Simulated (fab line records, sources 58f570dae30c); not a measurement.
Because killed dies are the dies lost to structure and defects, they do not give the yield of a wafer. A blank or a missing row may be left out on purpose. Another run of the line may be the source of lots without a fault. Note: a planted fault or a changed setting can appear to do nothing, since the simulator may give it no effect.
fab line records / flow berkeley-cmos170
[record] lots = 6 wafers = 18 last-day = 12
route steps=331 shown FIELD@96 SACOX@97 SCREENOX@100 NVT@104
lots that met no fault: from a run of the same line without faults
start-h: hours from the record's opening day to when the first of the lot's shown wafers began / wait-h: hours from the lot's prior step to this one / " the same as in the row above / L1.1+2: one row covering several wafers at once / - either no value or no given start / * or withheld: withheld / < > ~ a bound
route shown NAME@n: NAME is a module with steps in the file, n the number in the route of the first one / usual: the fault-free wafers' mean and standard deviation / same: alike in all rows / chamber/n: place in a boat / sites: per-site readings / _std_site: standard deviation of those values / _edge_site: mean of outer sites minus mean of inner sites / radius-mm: how far each site lies from the wafer's centre / mask NAME#n: copy n / behind: the most recent tool/chamber to have shaped the wafer / hold: the reason the lot was held/the length of the hold in hours/how it ended / device: the transistor (n, p or np) that didn't switch / end of line: tests run on the same wafers once the route is complete / for a step that has no rows: nothing shown but its recipe / killed: at the first sort, the dies lost to defects and structure; wafer yield is something else / map: per-die view of a wafer (x killed, . not killed, _ where there is no die)
set.NAME: the setting that was run; set.NAME@STEP: the one run at that earlier step / model.NAME: the simulator's own value behind a step, which no gauge read
lots at selected steps of the route; one table per step, one row per wafer
services: the hour from which a tool's chamber was out of use, counted from the record's first day as start-h (under 0 if before that day), plus the number of hours and why
[[steps]]
[step UCB170_FIELD_THK_MEAS_90]
[recipe] reads = SiO2_of_FIELD_OXIDATION_01
[usual] FIELD_OXIDE_LEFT_1_THK = 440/11
lot.wafer=L249.1 tool=film-metro-01 chamber=- start-h=105.90 wait-h=0.0 FIELD_OXIDE_LEFT_1_THK[nm]=442
lot.wafer=L249.2 tool=film-metro-01 chamber=- start-h=105.90 wait-h=0.0 FIELD_OXIDE_LEFT_1_THK[nm]=434
lot.wafer=L249.4 tool=film-metro-01 chamber=- start-h=105.90 wait-h=0.0 FIELD_OXIDE_LEFT_1_THK[nm]=441
lot.wafer=L259.1 tool=film-metro-03 chamber=- start-h=156.74 wait-h=0.0 FIELD_OXIDE_LEFT_1_THK[nm]=435
lot.wafer=L259.3 tool=film-metro-03 chamber=- start-h=156.74 wait-h=0.0 FIELD_OXIDE_LEFT_1_THK[nm]=428
lot.wafer=L259.4 tool=film-metro-03 chamber=- start-h=156.74 wait-h=0.0 FIELD_OXIDE_LEFT_1_THK[nm]=430
lot.wafer=L257.2 tool=film-metro-01 chamber=- start-h=156.75 wait-h=0.0 FIELD_OXIDE_LEFT_1_THK[nm]=429
lot.wafer=L257.4 tool=film-metro-01 chamber=- start-h=156.75 wait-h=0.0 FIELD_OXIDE_LEFT_1_THK[nm]=419
lot.wafer=L257.6 tool=film-metro-01 chamber=- start-h=156.75 wait-h=0.0 FIELD_OXIDE_LEFT_1_THK[nm]=430
lot.wafer=L263.1 tool=film-metro-03 chamber=- start-h=174.66 wait-h=0.0 FIELD_OXIDE_LEFT_1_THK[nm]=448
lot.wafer=L263.2 tool=film-metro-03 chamber=- start-h=174.66 wait-h=0.0 FIELD_OXIDE_LEFT_1_THK[nm]=451
lot.wafer=L263.3 tool=film-metro-03 chamber=- start-h=174.66 wait-h=0.0 FIELD_OXIDE_LEFT_1_THK[nm]=444
lot.wafer=L264.2 tool=film-metro-04 chamber=- start-h=180.84 wait-h=0.0 FIELD_OXIDE_LEFT_1_THK[nm]=448
lot.wafer=L264.3 tool=film-metro-04 chamber=- start-h=180.84 wait-h=0.0 FIELD_OXIDE_LEFT_1_THK[nm]=441
lot.wafer=L264.4 tool=film-metro-04 chamber=- start-h=180.84 wait-h=0.0 FIELD_OXIDE_LEFT_1_THK[nm]=440
lot.wafer=L268.1 tool=film-metro-01 chamber=- start-h=210.34 wait-h=0.0 FIELD_OXIDE_LEFT_1_THK[nm]=456
lot.wafer=L268.5 tool=film-metro-01 chamber=- start-h=210.34 wait-h=0.0 FIELD_OXIDE_LEFT_1_THK[nm]=442
lot.wafer=L268.6 tool=film-metro-01 chamber=- start-h=210.34 wait-h=0.0 FIELD_OXIDE_LEFT_1_THK[nm]=452
[step UCB170_SACOX_CLEAN_00]
[recipe] chemistry = dHF dilution = 25:1 time-s = 7.5
[step UCB170_SACOX_OXIDATION_01]
[recipe] temp-c = 900 ambient = O2 target-thk-a = 144 ox-time-s = 2400
[step UCB170_SACOX_THK_MEAS_02]
[recipe] reads = SiO2_of_SACOX_OXIDATION_01
[usual] SACOX_OXIDE_THK = 14.40/0.25
lot.wafer=L249.1 tool=film-metro-02 chamber=- start-h=110.30 wait-h=0.0 SACOX_OXIDE_THK[nm]=14.35
lot.wafer=L249.2 tool=film-metro-02 chamber=- start-h=110.30 wait-h=0.0 SACOX_OXIDE_THK[nm]=14.33
lot.wafer=L249.4 tool=film-metro-02 chamber=- start-h=110.30 wait-h=0.0 SACOX_OXIDE_THK[nm]=14.47
lot.wafer=L259.1 tool=film-metro-04 chamber=- start-h=161.55 wait-h=0.1 SACOX_OXIDE_THK[nm]=14.34
lot.wafer=L259.3 tool=film-metro-04 chamber=- start-h=161.55 wait-h=0.1 SACOX_OXIDE_THK[nm]=14.30
lot.wafer=L259.4 tool=film-metro-04 chamber=- start-h=161.55 wait-h=0.1 SACOX_OXIDE_THK[nm]=14.21
lot.wafer=L257.2 tool=film-metro-04 chamber=- start-h=161.62 wait-h=0.1 SACOX_OXIDE_THK[nm]=14.44
lot.wafer=L257.4 tool=film-metro-04 chamber=- start-h=161.62 wait-h=0.1 SACOX_OXIDE_THK[nm]=14.36
lot.wafer=L257.6 tool=film-metro-04 chamber=- start-h=161.62 wait-h=0.1 SACOX_OXIDE_THK[nm]=14.28
lot.wafer=L263.1 tool=film-metro-02 chamber=- start-h=179.42 wait-h=0.0 SACOX_OXIDE_THK[nm]=14.73
lot.wafer=L263.2 tool=film-metro-02 chamber=- start-h=179.42 wait-h=0.0 SACOX_OXIDE_THK[nm]=14.60
lot.wafer=L263.3 tool=film-metro-02 chamber=- start-h=179.42 wait-h=0.0 SACOX_OXIDE_THK[nm]=14.55
lot.wafer=L264.2 tool=film-metro-04 chamber=- start-h=185.28 wait-h=0.0 SACOX_OXIDE_THK[nm]=14.33
lot.wafer=L264.3 tool=film-metro-04 chamber=- start-h=185.28 wait-h=0.0 SACOX_OXIDE_THK[nm]=14.27
lot.wafer=L264.4 tool=film-metro-04 chamber=- start-h=185.28 wait-h=0.0 SACOX_OXIDE_THK[nm]=14.26
lot.wafer=L268.1 tool=film-metro-01 chamber=- start-h=217.81 wait-h=0.0 SACOX_OXIDE_THK[nm]=14.61
lot.wafer=L268.5 tool=film-metro-01 chamber=- start-h=217.81 wait-h=0.0 SACOX_OXIDE_THK[nm]=14.80
lot.wafer=L268.6 tool=film-metro-01 chamber=- start-h=217.81 wait-h=0.0 SACOX_OXIDE_THK[nm]=14.85
[step UCB170_SCREENOX_WET_ETCH_00]
[recipe] chemistry = dHF dilution = 25:1 target = SiO2 temp-c = 25 time-s = 200
[step UCB170_SCREENOX_OXIDATION_01]
[recipe] temp-c = 900 ambient = O2 target-thk-a = 144 ox-time-s = 2400
[step UCB170_SCREENOX_THK_MEAS_02]
[recipe] reads = SiO2_of_SCREENOX_OXIDATION_01
[usual] SCREENOX_OXIDE_THK = 14.40/0.23
lot.wafer=L249.1 tool=film-metro-02 chamber=- start-h=116.27 wait-h=0.0 SCREENOX_OXIDE_THK[nm]=13.89
lot.wafer=L249.2 tool=film-metro-02 chamber=- start-h=116.27 wait-h=0.0 SCREENOX_OXIDE_THK[nm]=14.23
lot.wafer=L249.4 tool=film-metro-02 chamber=- start-h=116.27 wait-h=0.0 SCREENOX_OXIDE_THK[nm]=14.11
lot.wafer=L259.1 tool=film-metro-02 chamber=- start-h=167.90 wait-h=0.0 SCREENOX_OXIDE_THK[nm]=14.14
lot.wafer=L259.3 tool=film-metro-02 chamber=- start-h=167.90 wait-h=0.0 SCREENOX_OXIDE_THK[nm]=14.04
lot.wafer=L259.4 tool=film-metro-02 chamber=- start-h=167.90 wait-h=0.0 SCREENOX_OXIDE_THK[nm]=14.10
lot.wafer=L257.2 tool=film-metro-01 chamber=- start-h=167.93 wait-h=0.0 SCREENOX_OXIDE_THK[nm]=14.25
lot.wafer=L257.4 tool=film-metro-01 chamber=- start-h=167.93 wait-h=0.0 SCREENOX_OXIDE_THK[nm]=14.19
lot.wafer=L257.6 tool=film-metro-01 chamber=- start-h=167.93 wait-h=0.0 SCREENOX_OXIDE_THK[nm]=14.54
lot.wafer=L263.1 tool=film-metro-01 chamber=- start-h=185.03 wait-h=0.0 SCREENOX_OXIDE_THK[nm]=14.03
lot.wafer=L263.2 tool=film-metro-01 chamber=- start-h=185.03 wait-h=0.0 SCREENOX_OXIDE_THK[nm]=14.14
lot.wafer=L263.3 tool=film-metro-01 chamber=- start-h=185.03 wait-h=0.0 SCREENOX_OXIDE_THK[nm]=14.32
lot.wafer=L264.2 tool=film-metro-02 chamber=- start-h=190.96 wait-h=0.0 SCREENOX_OXIDE_THK[nm]=14.50
lot.wafer=L264.3 tool=film-metro-02 chamber=- start-h=190.96 wait-h=0.0 SCREENOX_OXIDE_THK[nm]=14.62
lot.wafer=L264.4 tool=film-metro-02 chamber=- start-h=190.96 wait-h=0.0 SCREENOX_OXIDE_THK[nm]=14.64
lot.wafer=L268.1 tool=film-metro-01 chamber=- start-h=222.06 wait-h=0.0 SCREENOX_OXIDE_THK[nm]=14.52
lot.wafer=L268.5 tool=film-metro-01 chamber=- start-h=222.06 wait-h=0.0 SCREENOX_OXIDE_THK[nm]=14.45
lot.wafer=L268.6 tool=film-metro-01 chamber=- start-h=222.06 wait-h=0.0 SCREENOX_OXIDE_THK[nm]=14.46
[step UCB170_SCREENOX_ANNEAL_03]
[recipe] temp-c = 900 time-s = 900 ambient = N2
[step UCB170_NVT_HMDS_00]
[recipe] prime-time-s = 60 prime-temp-c = 100
[step UCB170_NVT_COAT_01]
[recipe] resist = KrF spin-rpm = 1500 resist-thk-nm = 900
[step UCB170_NVT_SOFTBAKE_02]
[recipe] resist = KrF temp-c = 130 time-s = 60
[step UCB170_NVT_EXPOSE_03]
[recipe] mask-id = PWELL target-cd-nm = 3000 na = 0.5 sigma-outer = 0.6 source-shape = conventional dose-mj = 30
[step UCB170_NVT_PEB_04]
[recipe] peb-temp-c = 130 peb-time-s = withheld resist = KrF
[usual] chill-plate-temp-C = 22.98/0.11 exhaust-pa = 45.0/0.97
lot.wafer=L249.1 tool=litho-track-04 chamber=0 start-h=120.80 wait-h=0.1 chill-plate-temp-C=22.89 exhaust-pa=45.5
lot.wafer=L249.2 tool=litho-track-04 chamber=0 start-h=120.80 wait-h=0.1 chill-plate-temp-C=23.05 exhaust-pa=44.7
lot.wafer=L249.4 tool=litho-track-04 chamber=0 start-h=120.80 wait-h=0.1 chill-plate-temp-C=23.10 exhaust-pa=44.9
lot.wafer=L259.1 tool=litho-track-02 chamber=- start-h=174.04 wait-h=0.1 chill-plate-temp-C=- exhaust-pa=-
lot.wafer=L259.3 tool=litho-track-02 chamber=- start-h=174.04 wait-h=0.1 chill-plate-temp-C=- exhaust-pa=-
lot.wafer=L259.4 tool=litho-track-02 chamber=- start-h=174.04 wait-h=0.1 chill-plate-temp-C=- exhaust-pa=-
lot.wafer=L257.2 tool=litho-track-01 chamber=- start-h=174.18 wait-h=0.1 chill-plate-temp-C=- exhaust-pa=-
lot.wafer=L257.4 tool=litho-track-01 chamber=- start-h=174.18 wait-h=0.1 chill-plate-temp-C=- exhaust-pa=-
lot.wafer=L257.6 tool=litho-track-01 chamber=- start-h=174.18 wait-h=0.1 chill-plate-temp-C=- exhaust-pa=-
lot.wafer=L263.1 tool=litho-track-01 chamber=0 start-h=191.18 wait-h=0.8 chill-plate-temp-C=22.92 exhaust-pa=44.2
lot.wafer=L263.2 tool=litho-track-01 chamber=0 start-h=191.18 wait-h=0.8 chill-plate-temp-C=22.85 exhaust-pa=44.4
lot.wafer=L263.3 tool=litho-track-01 chamber=0 start-h=191.18 wait-h=0.8 chill-plate-temp-C=23.06 exhaust-pa=45.3
lot.wafer=L264.2 tool=litho-track-01 chamber=0 start-h=196.18 wait-h=0.5 chill-plate-temp-C=23.04 exhaust-pa=43.1
lot.wafer=L264.3 tool=litho-track-01 chamber=0 start-h=196.18 wait-h=0.5 chill-plate-temp-C=23.00 exhaust-pa=43.7
lot.wafer=L264.4 tool=litho-track-01 chamber=0 start-h=196.18 wait-h=0.5 chill-plate-temp-C=23.03 exhaust-pa=44.3
lot.wafer=L268.1 tool=litho-track-04 chamber=0 start-h=227.25 wait-h=0.6 chill-plate-temp-C=23.03 exhaust-pa=46.0
lot.wafer=L268.5 tool=litho-track-04 chamber=0 start-h=227.25 wait-h=0.6 chill-plate-temp-C=23.11 exhaust-pa=44.9
lot.wafer=L268.6 tool=litho-track-04 chamber=0 start-h=227.25 wait-h=0.6 chill-plate-temp-C=23.10 exhaust-pa=45.2
[step UCB170_NVT_DEVELOP_05]
[recipe] developer = TMAH develop-time-s = 45 resist = KrF dev-temp-c = 21
[[services]]
tool=litho-track-02 chamber=- start-h=135.70 hours=- kind=consumable-replace:filter
[[key]]
[first-sign] step = UCB170_NVT_PEB_04 reading = tool-record direction = missing
effect none on later readings
met-at UCB170_NVT_PEB_04
struck-wafers L257.2,L257.4,L257.6,L259.1,L259.3,L259.4
sort-left-out L257.2,L257.4,L257.6,L259.1,L259.3,L259.4
tester-left-out L257,L259
[fault] kind = skipped-step-whole tool = litho-track-01,litho-track-02 chamber = - onset-h = 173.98 steps = UCB170_NVT_PEB_04 scope = struck-lots-only
// tester-left-out: of these lots the tester's yield and bins aren't shown, on N5 and GAA mostly nor the transistor test; their killed dies are dies lost to structure and defects alone, not to doping, threshold or leakage, so they don't give the yield
// sort-left-out: the simulated sort isn't trusted on such a fault, so these wafers' sort isn't shown, and their yield isn't known
